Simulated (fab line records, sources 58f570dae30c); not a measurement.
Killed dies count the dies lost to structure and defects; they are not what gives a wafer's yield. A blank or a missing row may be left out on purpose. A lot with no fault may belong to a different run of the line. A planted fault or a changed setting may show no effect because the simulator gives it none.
Which tool is to blame?	flow berkeleyCmos170	9 lots, 27 wafers sampled, at 3 steps of a route of 331

WHAT THE GAUGES SHOWED, per wafer
UCB170_V1_CD_MEAS_90: the cd target is 700 nm. Usual: cdNm 699.4 nm, standard deviation 1.4.
lot	measured	on	cdNm (nm)	flag
L384	day 8 23:03	cdSem-02	698.7 699.7 699.2	
L383	day 9 03:11	cdSem-02	698.2 699.7 698.7	
L393	day 10 12:56	cdSem-02	710.9 714.2 714.1	OFF
L396	day 11 13:16	cdSem-02	711.4 708.2 708.1	OFF
L398	day 12 04:26	cdSem-02	699.1 698.0 698.1	
L397	day 12 06:16	cdSem-02	697.5 700.1 698.8	
L401	day 12 12:47	cdSem-01	697.9 696.9 697.1	
L400	day 12 12:52	cdSem-02	697.6 697.2 698.1	
L404	day 12 18:35	cdSem-01	698.4 699.8 699.2	

EACH LOT AND THE TOOL THAT RAN IT (in order: tool; ch and the chambers of the sampled wafers; start)
lot	UCB170_V1_ETCH_14	UCB170_V1_STRIP_15
L384	rieDiel-02 ch 0,1,2, day 8 22:46	plasmaAsher-04 ch 0,1, day 8 22:57
L383	rieDiel-04 ch 0,1,2, day 9 02:53	plasmaAsher-02 ch 0,1, day 9 03:04
L393	rieDiel-02 ch 0,1,2, day 10 12:38	plasmaAsher-04 ch 0, day 10 12:49
L396	rieDiel-02 ch 1,2, day 11 12:59	plasmaAsher-01 ch 0,1, day 11 13:10
L398	rieDiel-04 ch 0,1,2, day 12 04:07	plasmaAsher-02 ch 0,1, day 12 04:20
L397	rieDiel-04 ch 0,1,2, day 12 05:56	plasmaAsher-04 ch 0,1, day 12 06:09
L401	rieDiel-03 ch 0,3, day 12 12:28	plasmaAsher-04 ch 0,1, day 12 12:39
L400	rieDiel-04 ch 0,3, day 12 12:35	plasmaAsher-02 ch 0,1, day 12 12:46
L404	rieDiel-03 ch 0,1, day 12 18:17	plasmaAsher-02 ch 0,1, day 12 18:28
- UCB170_V1_ETCH_14: etches SiO2 in CHF3/CF4/Ar, stops on Al, target depth 1250 nm, time 291 s.
- UCB170_V1_STRIP_15: strips in O2.

AS READ BY THE TOOLS THEMSELVES (means over the sampled wafers that have a number; for cases with no such wafer, the mark the record gives instead)
UCB170_V1_ETCH_14. Usual: drypumpMotorCurrentA 5.9 A, standard deviation 0.39; oesProductAu 0.861 a.u., standard deviation 0.012; rfFwdPowerW 698.2 W, standard deviation 2; throttleValvePct 6.92 %, standard deviation 0.12.
lot	tool	drypumpMotorCurrentA (A)	oesProductAu (a.u.)	rfFwdPowerW (W)	throttleValvePct (%)	flag
L384	rieDiel-02	6.3	0.858	697.7	6.90	
L383	rieDiel-04	5.9	0.867	701.3	6.87	
L393	rieDiel-02	6.2	0.857	1189.0	6.89	OFF
L396	rieDiel-02	6.2	0.863	1189.1	6.86	OFF
L398	rieDiel-04	5.9	0.871	697.7	6.88	
L397	rieDiel-04	5.9	0.866	697.6	6.89	
L401	rieDiel-03	5.2	0.878	696.5	6.79	
L400	rieDiel-04	5.8	0.859	700.6	6.91	
L404	rieDiel-03	5.5	0.875	696.3	6.84	

UCB170_V1_STRIP_15. Usual: drypumpMotorCurrentA 5.4 A, standard deviation 0.57; oesProductAu 0.721 a.u., standard deviation 0.0046; stripTimeToEndpointS 15.31 s, standard deviation 0.13.
lot	tool	drypumpMotorCurrentA (A)	oesProductAu (a.u.)	stripTimeToEndpointS (s)	flag
L384	plasmaAsher-04	5.5	0.716	15.24	
L383	plasmaAsher-02	5.2	0.725	15.35	
L393	plasmaAsher-04	6.0	0.722	13.32	OFF
L396	plasmaAsher-01	4.9	0.714	13.34	OFF
L398	plasmaAsher-02	5.2	0.724	15.27	
L397	plasmaAsher-04	5.8	0.722	15.32	
L401	plasmaAsher-04	5.8	0.717	15.24	
L400	plasmaAsher-02	5.2	0.723	15.33	
L404	plasmaAsher-02	5.7	0.720	15.24	

THE ANSWER, worked out from the rows above alone
Rule: a lot is off if the mean of its wafers that have a number lies more than 3 standard deviations from the usual mean. A lot without any number at a reading at which 4 lots or more have one is off too. Any other lot the step has rows for is counted as sound. The gauges are gone through in route order, then the tools' own readings, and for those a lot's mean is taken as printed above. At the first step where some lot is off, the reading lying furthest off is the one used; lots without a number count as furthest.
Off, at UCB170_V1_CD_MEAS_90 on cdNm: L393, L396.
A tool fits if, at a process step before that reading, it ran every lot that is off, and no sound lot after the first of them. Not tried: the gauges at UCB170_V1_CD_MEAS_90; whatever is off there is also off at UCB170_V1_ETCH_14, on other tools, and gauge error can't account for it. One fits: rieDiel-02 at UCB170_V1_ETCH_14. Its last sound lot is L384 (day 8 22:46), its first lot that is off L393 (day 10 12:38): a fault that began between those two fits.
On the lots that are off, the tool's own readings at UCB170_V1_ETCH_14 differ by more than 5 times the standard deviation of the sound lots' means, which bears it out; rfFwdPowerW reads 1189.0 W there versus 698.2 W on the sound lots.

WHAT HAD BEEN PUT IN BY THE SIMULATOR
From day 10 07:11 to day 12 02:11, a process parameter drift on rieDiel-02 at UCB170_V1_ETCH_14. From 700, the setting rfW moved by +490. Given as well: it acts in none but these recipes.
Shown lots that were struck: L393, L396. Same finding as the rule above.
